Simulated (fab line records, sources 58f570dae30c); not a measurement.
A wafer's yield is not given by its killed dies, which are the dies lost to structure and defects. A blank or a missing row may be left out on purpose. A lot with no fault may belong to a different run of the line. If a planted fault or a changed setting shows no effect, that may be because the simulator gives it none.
A struck lot beside a sound one    flow berkeley cmos170    23 out of 331 route steps
Sound: the wafers L500.3, L500.4, L500.6. The struck wafers were L518.1, L518.4, L518.5. The cause is named last.
Each step with rows lists, per side, the tool, then ch with its chambers, then its first start. Under that, the readings that differ: sound wafers    struck wafers    difference of the means    sigmas: that difference in standard deviations of wafers without a fault.
alike: same words and numbers on both sides, and readings whose means sit less than 2 such deviations apart. not compared: any withheld reading, any reading some wafer has no value for, any bound like >300 that may hide the same value, and any number with overlapping values for which the record gives no deviation.
A row with sigmas, a row that says differs or no value, or rows on one side alone: a step with any of these is where the two part. Numbers that have no deviation but don't overlap get no sigmas and don't part them. Lack of a reading on every wafer of one side parts them only where that side has two or more wafers.

first, 6 steps without rows for these wafers: UCB170_ZERO_HMDS_00 (prime time 60 s); UCB170_ZERO_COAT_01 (resist thk 900 nm); UCB170_ZERO_SOFTBAKE_02 (time 60 s); UCB170_ZERO_EXPOSE_03 (exposes mask PM MARKS, target cd 4000 nm); UCB170_ZERO_PEB_04; UCB170_ZERO_DEVELOP_05 (develop time 45 s).
UCB170_ZERO_ETCH_06: etches SiO2 in CHF3/CF4/Ar, time 12 s.
  sound on rie diel-04 ch 1,2,3, day 1 16:17; struck on rie diel-01 ch 1,2, day 5 12:05
  alike: drypump motor current A, oes product au, throttle valve pct
  not compared: rf hours counter h
UCB170_ZERO_STRIP_07: strips in O2.
  sound on plasma asher-04 ch 0,1, day 1 16:21; struck on plasma asher-03 ch 0,1, day 5 12:07
  alike: drypump motor current A, oes product au, strip time to endpoint s
  not compared: rf hours counter h
then, 2 steps without rows for these wafers: UCB170_NWELL_WET_ETCH_00 (etches SiO2 in dHF, time 200 s); UCB170_NWELL_OXIDATION_01 (target thk 26.4 nm, ox time 1260 s).
UCB170_NWELL_THK_MEAS_02:
  struck on film metro-04, day 5 16:11; sound on film metro-04, day 1 19:16
  alike: NWELL_OXIDE_THK
then, 1 step without rows for these wafers: UCB170_NWELL_ANNEAL_03 (time 900 s).
UCB170_NWELL_CVD_04: deposits Si3N4 from SiH2Cl2/NH3, target thk 224 nm, time 3360 s.
  sound on lpcvd-01 ch 1, day 2 00:04; struck on lpcvd-01 ch 0, day 5 20:38
reading                                  sound              struck             difference  sigmas
pressure mtorr (mTorr)                   199.5 199.4 199.4  200.3 200.4 200.1  +0.8        +2
sih2cl2 flow sccm (sccm)                 24.93 25.02 24.98  37.37 37.42 37.41  +12.42      +99 or more
model.Si3N4_of_NWELL_CVD_04.thk nm (nm)  227.3 223.6 226    256 252.8 254.3    +29         
  alike: zone power load pct
UCB170_NWELL_THK_MEAS_05:
  struck on film metro-03, day 5 22:34; sound on film metro-02, day 2 02:01
reading                 sound              struck             difference  sigmas
NWELL_NITRIDE_THK (nm)  227.3 223.3 226.0  256.1 252.7 254.6  +28.9       +15
then, 6 steps without rows for these wafers: UCB170_NWELL_HMDS_06 (prime time 60 s); UCB170_NWELL_COAT_07 (resist thk 900 nm); UCB170_NWELL_SOFTBAKE_08 (time 60 s); UCB170_NWELL_EXPOSE_09 (exposes mask NWELL, target cd 3000 nm); UCB170_NWELL_PEB_10; UCB170_NWELL_DEVELOP_11 (develop time 45 s).
UCB170_NWELL_OVL_MEAS_12:
  struck on overlay-01, day 5 23:53; sound on overlay-02, day 2 03:07
  alike: NWELL_OVL
UCB170_NWELL_ETCH_13: etches Si3N4 in CH3F/Ar/O2, stops on SiO2, target depth 246.4 nm, time 154 s.
  sound on rie diel-01 ch 2,3, day 2 03:08; struck on rie diel-04 ch 1,3, day 5 23:56
reading                      sound              struck             difference  sigmas
drypump motor current A (A)  6.5 6.5 6.5        5.5 5.4 5.5        -1.0        -2
oes product au (a.u.)        0.941 0.935 0.943  0.999 0.990 0.998  +0.056      +4
model.etch.depth nm (nm)     227.3 223.6 226    244.1 245.5 244.1  +18.9       
  alike: CH3F_flow_sccm, O2_flow_sccm, throttle valve pct
  not compared: rf hours counter h
next, for these wafers, 1 step has no rows: UCB170_NWELL_IMPLANT_14.

WHERE THEY PART
First at UCB170_NWELL_CVD_04; last, within this record, at UCB170_NWELL_ETCH_13.

WHY: what had been put in by the simulator
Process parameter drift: lpcvd-01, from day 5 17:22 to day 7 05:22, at UCB170_NWELL_CVD_04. A move of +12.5 in setting sih2cl2 flow sccm, from 25. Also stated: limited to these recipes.
